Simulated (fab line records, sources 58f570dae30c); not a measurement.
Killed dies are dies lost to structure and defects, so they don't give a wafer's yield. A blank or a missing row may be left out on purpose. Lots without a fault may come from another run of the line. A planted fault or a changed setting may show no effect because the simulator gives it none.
One fault seen from 2 desks | flow berkeley_cmos170 | each desk has only its own numbers; what lay behind them comes last

THE METROLOGY DESK
What the gauges read, lot by lot, whatever tool the lot ran on: means of the sampled wafers that have a number. A lot is out of limits, marked OUT, if its mean lies more than 4 standard deviations from the usual mean; the brackets give that distance.
Columns: A = ACTIVE_OVL at UCB170_ACTIVE_OVL_MEAS_14, usual -2 nm; B = PFIELD_TW at UCB170_PFIELD_TW_MEAS_09, usual 601; C = GATE_OXIDE_THK at UCB170_GATE_THK_MEAS_02, usual 6.54 nm; D = GATE_OVL at UCB170_GATE_OVL_MEAS_13, usual 4 nm
lot  | first seen here | A   | B   | C               | D
L223 | day 5 10:13     | -4  | 601 | 6.18            | -5
L221 | day 5 10:30     | 6   | 595 | 6.51            | 12
L222 | day 5 10:40     | 1   | 604 | 6.27            | 7
L226 | day 5 18:59     | 1   | 600 | 5.80 (-4.4) OUT | -7
L225 | day 5 19:06     | -3  | 604 | 5.92            | 8
L227 | day 6 09:50     | -6  | 608 | 6.68            | 2
L230 | day 6 20:16     | -10 | 606 | 6.57            | 11
L237 | day 8 09:04     | -3  | 591 | 6.69            | 7
L236 | day 8 09:20     | -3  | 607 | 6.64            | 7
L240 | day 8 14:58     | 2   | 592 | 6.56            | 1
L239 | day 8 15:21     | -5  | 598 | 6.64            | 2
L241 | day 9 06:28     | -4  | 596 | 6.66            | 9
L243 | day 9 06:37     | 0   | 599 | 6.44            | -1
L242 | day 9 06:55     | 3   | 596 | 6.65            | 4
This desk's finding: out of limits on L226; first on L226, day 7 16:02 (GATE_OXIDE_THK at UCB170_GATE_THK_MEAS_02). In limits: L223, L221, L222, L225, L227, L230, L237, L236, L240, L239, L241, L243, L242.

THE TOOL OWNER'S DESK: furnace-01
The tool's own readings at UCB170_GATE_OXIDATION_01 (target thk 6.6 nm, ox time 1800 s): means of the sampled wafers that have a number, for each lot that ran on this tool. A lot is out of limits, marked OUT, if its mean lies more than 4 standard deviations from the usual mean; the brackets give that distance.
Columns: A = spike_tc_centre_C at UCB170_GATE_OXIDATION_01, usual 851.8 C; B = spike_tc_load_C at UCB170_GATE_OXIDATION_01, usual 875.0 C; C = spike_tc_source_C at UCB170_GATE_OXIDATION_01, usual 873.5 C; D = tube_center_temp_C at UCB170_GATE_OXIDATION_01, usual 850 C; E = tube_center_temp_C_max at UCB170_GATE_OXIDATION_01, usual 852.2
lot  | first seen here | A                | B                | C     | D                     | E
L221 | day 7 07:24     | 851.0            | 874.8            | 874.8 | 850                   | 852.1
L222 | day 7 07:24     | 851.5            | 875.0            | 875.0 | 850                   | 851.9
L223 | day 7 07:24     | 851.4            | 873.2            | 874.8 | 850                   | 852.4
L225 | day 7 14:30     | 843.3 (-7.8) OUT | 865.6 (-8.6) OUT | 866.8 | 841 (-99 or more) OUT | 842.8 (-25) OUT
L226 | day 7 14:30     | 843.0 (-8.0) OUT | 865.7 (-8.5) OUT | 866.9 | 841 (-99 or more) OUT | 843.3 (-24) OUT
L241 | day 11 03:14    | 852.1            | 874.9            | 876.3 | 850                   | 852.4
L242 | day 11 03:14    | 851.7            | 875.5            | 874.5 | 850                   | 852.0
L243 | day 11 03:14    | 850.6            | 874.2            | 875.2 | 850                   | 852.4
This desk's finding: out of limits on L225, L226; first on L225, day 7 14:30 (spike_tc_centre_C at UCB170_GATE_OXIDATION_01). In limits: L221, L222, L223, L241, L242, L243.

PUT TOGETHER
The tool owner's desk could have raised an alarm at day 7 14:30, on L225, L226.
The metrology desk could have raised an alarm at day 7 16:02, on L226.
The metrology desk has L225 on record, within its limits.
Of the lots named, all ran UCB170_GATE_OXIDATION_01 on furnace-01.

WHAT THE SIMULATOR HAD PUT IN
Process parameter drift: furnace-01, from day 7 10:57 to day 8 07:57, at UCB170_GATE_OXIDATION_01. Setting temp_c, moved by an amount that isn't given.
Lots struck among those shown: L225, L226.
Hours from the fault's start to each desk's first reading out of limits: the tool owner's desk, 4; the metrology desk, 5.
